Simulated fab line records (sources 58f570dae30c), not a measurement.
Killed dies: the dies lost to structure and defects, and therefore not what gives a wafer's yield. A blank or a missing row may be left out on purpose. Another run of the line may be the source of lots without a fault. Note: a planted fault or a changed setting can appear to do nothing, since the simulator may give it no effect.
The tool behind it: which one? -- flow berkeley cmos170 -- 14 lots with 42 wafers sampled at 6 steps, on a route of 331 steps

== WHAT THE GAUGES SHOWED, per wafer ==
UCB170_GATE_THK_MEAS_02.
lot,measured,on,GATE_OXIDE_THK (nm)
L609,day 6 04:25,film metro-03,6.74 6.74 6.80
L610,day 6 16:38,film metro-04,6.35 6.40 6.44
L613,day 7 04:22,film metro-03,6.43 6.48 6.37
L612,day 7 04:22,film metro-04,6.40 6.40 6.49
L614,day 7 18:59,film metro-02,6.51 6.39 6.56
L615,day 7 18:59,film metro-04,6.49 6.56 6.41
L616,day 7 18:59,film metro-03,6.31 6.41 6.32
L619,day 8 02:15,film metro-04,6.48 6.55 6.49
L617,day 8 05:29,film metro-03,6.52 6.50 6.54
L624,day 9 04:09,film metro-02,6.56 6.57 6.51
L627,day 9 04:09,film metro-03,6.78 6.58 6.60
L628,day 9 21:05,film metro-03,6.54 6.53 6.69
L632,day 10 05:08,film metro-02,6.55 6.49 6.48
L630,day 10 05:11,film metro-03,6.51 6.58 6.70

UCB170_NLDD_CD_MEAS_06 targets a cd of 1200 nm.
lot,measured,on,cd nm (nm)
L609,day 6 15:19,cd sem-02,1201.1 1199.8 1200.5
L610,day 7 08:15,cd sem-01,1199.2 1198.6 1198.7
L613,day 7 14:00,cd sem-02,1201.2 1198.1 1199.2
L612,day 7 14:16,cd sem-01,1201.2 1202.4 1202.2
L614,day 8 08:32,cd sem-01,1202.9 1201.1 1202.1
L615,day 8 08:14,cd sem-01,1202.0 1201.5 1202.1
L616,day 8 08:22,cd sem-02,1198.7 1199.8 1198.5
L619,day 8 15:13,cd sem-02,1200.6 1200.4 1202.2
L617,day 8 17:02,cd sem-02,1201.2 1199.8 1200.1
L624,day 9 17:22,cd sem-01,1200.1 1200.4 1200.7
L627,day 9 18:05,cd sem-01,1199.8 1199.7 1199.7
L628,day 10 11:03,cd sem-02,1197.9 1198.2 1199.5
L632,day 10 15:19,cd sem-01,1201.4 1200.5 1198.8
L630,day 10 15:08,cd sem-01,1201.3 1202.6 1203.4

UCB170_NLDD_TW_MEAS_11.
lot,measured,on,NLDD_TW
L609,day 6 15:58,film metro-04,2200 2192 2192
L610,day 7 08:48,film metro-01,2222 2216 2228
L613,day 7 14:34,film metro-04,2202 2195 2194
L612,day 7 14:52,film metro-01,2229 2225 2220
L614,day 8 09:06,film metro-04,2185 2186 2186
L615,day 8 08:48,film metro-01,2237 2232 2233
L616,day 8 08:55,film metro-04,2194 2190 2199
L619,day 8 15:45,film metro-02,2226 2229 2218
L617,day 8 17:35,film metro-04,2311 2305 2297
L624,day 9 17:55,film metro-02,2363 2356 2357
L627,day 9 18:38,film metro-02,2240 2222 2230
L628,day 10 11:37,film metro-04,2202 2204 2199
L632,day 10 15:52,film metro-02,2217 2205 2225
L630,day 10 15:41,film metro-01,2216 2225 2205

UCB170_SDANNEAL_RS_MEAS_05: a four-point-probe measurement.
lot,measured,on,NLDD_RS (ohm/sq)
L609,day 7 00:55,film metro-04,617.5 617.7 618.3
L610,day 7 17:20,film metro-04,617.6 617.8 618.5
L613,day 8 00:37,film metro-02,617.1 619.4 615.6
L612,day 8 01:35,film metro-01,618.5 617.2 619.4
L614,day 8 20:58,film metro-02,615.7 615.9 618.0
L615,day 8 18:12,film metro-01,617.0 618.0 617.2
L616,day 8 21:25,film metro-01,614.0 613.5 614.2
L619,day 9 00:34,film metro-01,615.2 617.4 616.9
L617,day 9 02:58,film metro-01,537.4 538.4 539.5
L624,day 10 07:46,film metro-01,538.4 538.8 536.0
L627,day 10 07:46,film metro-02,617.3 618.0 615.6
L628,day 10 22:11,film metro-02,615.0 613.8 615.5
L632,day 11 03:19,film metro-02,616.8 619.1 618.8
L630,day 11 03:07,film metro-04,619.8 621.2 621.5

== EACH LOT AND THE TOOL THAT RAN IT (in order: tool; ch and the chambers of the sampled wafers; start) ==
lot,UCB170_NLDD_IMPLANT_08,UCB170_NLDD_STRIP_10
L609,"implanter-04 ch 0, day 6 15:28","plasma asher-02 ch 0,1, day 6 15:46"
L610,"implanter-03 ch 0, day 7 08:24","plasma asher-03 ch 0,1, day 7 08:42"
L613,"implanter-03 ch 0, day 7 14:10","plasma asher-02 ch 0,1, day 7 14:28"
L612,"implanter-03 ch 0, day 7 14:29","plasma asher-01 ch 0, day 7 14:46"
L614,"implanter-04 ch 0, day 8 08:42","plasma asher-02 ch 0,1, day 8 09:00"
L615,"implanter-04 ch 0, day 8 08:24","plasma asher-02 ch 0,1, day 8 08:42"
L616,"implanter-02 ch 0, day 8 08:31","plasma asher-03 ch 0,1, day 8 08:49"
L619,"implanter-04 ch 0, day 8 15:23","plasma asher-01 ch 0,1, day 8 15:40"
L617,"implanter-04 ch 0, day 8 17:11","plasma asher-02 ch 0,1, day 8 17:28"
L624,"implanter-04 ch 0, day 9 17:31","plasma asher-03 ch 0,1, day 9 17:49"
L627,"implanter-03 ch 0, day 9 18:14","plasma asher-03 ch 0,1, day 9 18:32"
L628,"implanter-03 ch 0, day 10 11:13","plasma asher-03 ch 0,1, day 10 11:31"
L632,"implanter-03 ch 0, day 10 15:29","plasma asher-01 ch 0,1, day 10 15:46"
L630,"implanter-02 ch 0, day 10 15:17","plasma asher-03 ch 0,1, day 10 15:35"
- UCB170_NLDD_IMPLANT_08
- UCB170_NLDD_STRIP_10: strips in O2.

== WHAT THE TOOLS THEMSELVES READ (means of the sampled wafers that have a number; where no wafer has one, the mark that the record gives instead) ==
UCB170_NLDD_IMPLANT_08.
lot,tool,dose ions cm2,end station pressure torr (Torr),faraday current uA
L609,implanter-04,5.000e+13,5.29e-06,155
L610,implanter-03,5.000e+13,5.25e-06,159
L613,implanter-03,4.996e+13,5.14e-06,162
L612,implanter-03,5.003e+13,5.31e-06,160
L614,implanter-04,5.003e+13,4.78e-06,158
L615,implanter-04,4.992e+13,4.91e-06,157
L616,implanter-02,4.999e+13,5.21e-06,159
L619,implanter-04,4.997e+13,5.12e-06,158
L617,implanter-04,7.171e+13,5.16e-06,221
L624,implanter-04,7.160e+13,5.20e-06,229
L627,implanter-03,4.993e+13,5.09e-06,162
L628,implanter-03,5.002e+13,4.92e-06,158
L632,implanter-03,5.010e+13,5.06e-06,160
L630,implanter-02,4.996e+13,5.07e-06,159

UCB170_NLDD_STRIP_10.
lot,tool,drypump motor current A (A),oes product au (a.u.),strip time to endpoint s (s)
L609,plasma asher-02,5.95,0.731,21.64
L610,plasma asher-03,5.94,0.734,21.54
L613,plasma asher-02,5.94,0.734,21.65
L612,plasma asher-01,5.55,0.734,21.70
L614,plasma asher-02,6.00,0.738,21.57
L615,plasma asher-02,5.98,0.729,21.58
L616,plasma asher-03,5.95,0.731,21.58
L619,plasma asher-01,5.80,0.735,21.61
L617,plasma asher-02,5.98,0.738,21.58
L624,plasma asher-03,6.14,0.734,21.62
L627,plasma asher-03,5.95,0.732,21.62
L628,plasma asher-03,5.93,0.732,21.64
L632,plasma asher-01,5.79,0.738,21.62
L630,plasma asher-03,5.96,0.737,21.50

== THE ANSWER, worked out from the rows above alone ==
Rule: what is usual is taken from the lots themselves. Put in order of their means at a reading, lots are off if they are a third of the lots or fewer, leave a main group of 4 or more, and stand apart from it by a gap of 3 or more times the standard deviation of the main group's means; of several such gaps the widest counts. A main group is skipped when, at the precision printed for the reading in the tables above, its means are all equal. Also off: a lot with no number at a reading for which 4 or more lots have one. Where the step has rows for the other lots, those lots are counted as sound. First the gauges in route order, then the tools' own readings, where a lot's mean is used as printed above. The first step at which some lot is off is used, and at that step the reading that is off furthest; a lot without a number counts as furthest.
Off: L617, L624, at UCB170_NLDD_TW_MEAS_11 (NLDD_TW). The main group: mean 2212, standard deviation 16.
A tool fits if, at a process step before that reading, it ran every lot that is off, and no sound lot after the first of them. Not tried: the gauges at UCB170_NLDD_TW_MEAS_11; whatever is off there is also off at UCB170_SDANNEAL_RS_MEAS_05, on other tools, and gauge error can't account for it. One fits: UCB170_NLDD_IMPLANT_08 on implanter-04. Its last sound lot is L619 (day 8 15:23), its first lot that is off L617 (day 8 17:11): a fault that began between those two fits.
The tool's own readings at UCB170_NLDD_IMPLANT_08 bear it out: on the lots that are off they differ by more than 5 times the standard deviation of the sound lots' means. dose ions cm2 reads 7.166e+13 there against 4.999e+13 on the sound lots; faraday current uA reads 225 there against 159 on the sound lots.

== WHAT WAS PUT IN BY THE SIMULATOR ==
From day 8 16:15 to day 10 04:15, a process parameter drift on implanter-04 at UCB170_NLDD_IMPLANT_08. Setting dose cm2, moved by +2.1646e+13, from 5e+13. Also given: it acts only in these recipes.
Lots struck among those shown: L617, L624. The rule above reached the same finding.
